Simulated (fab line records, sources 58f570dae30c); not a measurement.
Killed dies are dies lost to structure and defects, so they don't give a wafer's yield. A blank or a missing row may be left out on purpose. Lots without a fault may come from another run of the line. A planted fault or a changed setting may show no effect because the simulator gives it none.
Problem report in the 8D (eight disciplines) form, filled by code | flow berkeley_cmos170 | the parts of the form that need people (team, actions taken, sign-off) are left out

1. THE PROBLEM
NLDD_RS at UCB170_SDANNEAL_RS_MEAS_05 reads a mean of 642.3 ohm/sq on 6 wafers of 2 lots; wafers without a fault read 615.8 ohm/sq with a standard deviation of 1.5. That is +18 standard deviations from the usual mean.
The step: measures by four-point-probe.
First seen on wafer L543.2, day 8 18:07, on film_metro-04. The record holds 42 wafers of 14 lots with a number at this step. Rule for "out", or "out of limits": more than 4 standard deviations from the usual mean. The other wafers with a number count as sound.

2. WHAT IT IS AND WHAT IT IS NOT
question                    | is                     | is not
which readings at this step | NLDD_RS                | -
which lots                  | L543, L549             | L536, L537, L538, L539, L540, L541, L542, L547, L552, L553, L554, L558
which wafers of those lots  | all that have a number | -
read on which gauges        | film_metro-04          | film_metro-02, film_metro-03
when                        | from day 8 18:07       | up to then (18 sound wafers); but 18 sound wafers of L542, L547, L552, L553, L554, L558 came after

3. SUSPECTS, AND WHAT RULES EACH OUT
Counting: a tool at a process step up to the reading stays a suspect if it ran every lot that is out and no sound lot after the first of them.
- the gauge at UCB170_SDANNEAL_RS_MEAS_05: ruled out. All the wafers that are out were read on film_metro-04, but those of them that UCB170_NLDD_IMPLANT_09 has rows for are out there too, on other tools.
- implanter-01 at UCB170_NLDD_IMPLANT_09: kept. It ran every lot that is out, first L543 (day 8 06:21), and no sound lot after that; its last sound lot up to then is L538 (day 7 14:23). Its own readings are out on those wafers: dose_ions_cm2, faraday_current_uA.
Left after counting: implanter-01 at UCB170_NLDD_IMPLANT_09.

4. THE CAUSE (what the simulator had put in)
Process parameter drift: implanter-01, from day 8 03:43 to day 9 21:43, at UCB170_NLDD_IMPLANT_09. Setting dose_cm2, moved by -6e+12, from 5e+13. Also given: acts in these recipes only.
Counting left only this tool.

5. THE CHAIN OF EFFECTS, in route order
Each row: a reading whose mean over the struck wafers that have a number lies more than 3 standard deviations from the usual. Only readings for which the record gives a usual standard deviation are gone through. hours: the time from each lot's start at the first step in this table that gives one to its start at this step, as a median over the lots. sigmas: the change in usual standard deviations.
hours | step                       | reading            | usual        | on struck wafers | change | sigmas
0     | UCB170_NLDD_IMPLANT_09     | dose_ions_cm2      | 5e+13        | 4e+13            | -6e+12 | -99 or more
0     | UCB170_NLDD_IMPLANT_09     | faraday_current_uA | 159          | 138              | -21    | -6.9
11    | UCB170_SDANNEAL_RS_MEAS_05 | NLDD_RS            | 615.8 ohm/sq | 642.3            | +26.5  | +18
The process steps in it:
- UCB170_NLDD_IMPLANT_09

6. WHAT WOULD HAVE CAUGHT IT SOONER
In this record the first reading out of limits at a measuring or inspecting step was taken at day 8 18:07, 14 hours after the fault began at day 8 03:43.
The tool's own readings at UCB170_NLDD_IMPLANT_09 were out on every struck wafer that the step has a row for (dose_ions_cm2, faraday_current_uA): an alarm limit on them would have fired on the first of those.
Of the lots that are out (2), L549 began UCB170_NLDD_IMPLANT_09 on implanter-01 after day 8 18:07. A hold on the tool at that time would have spared it.
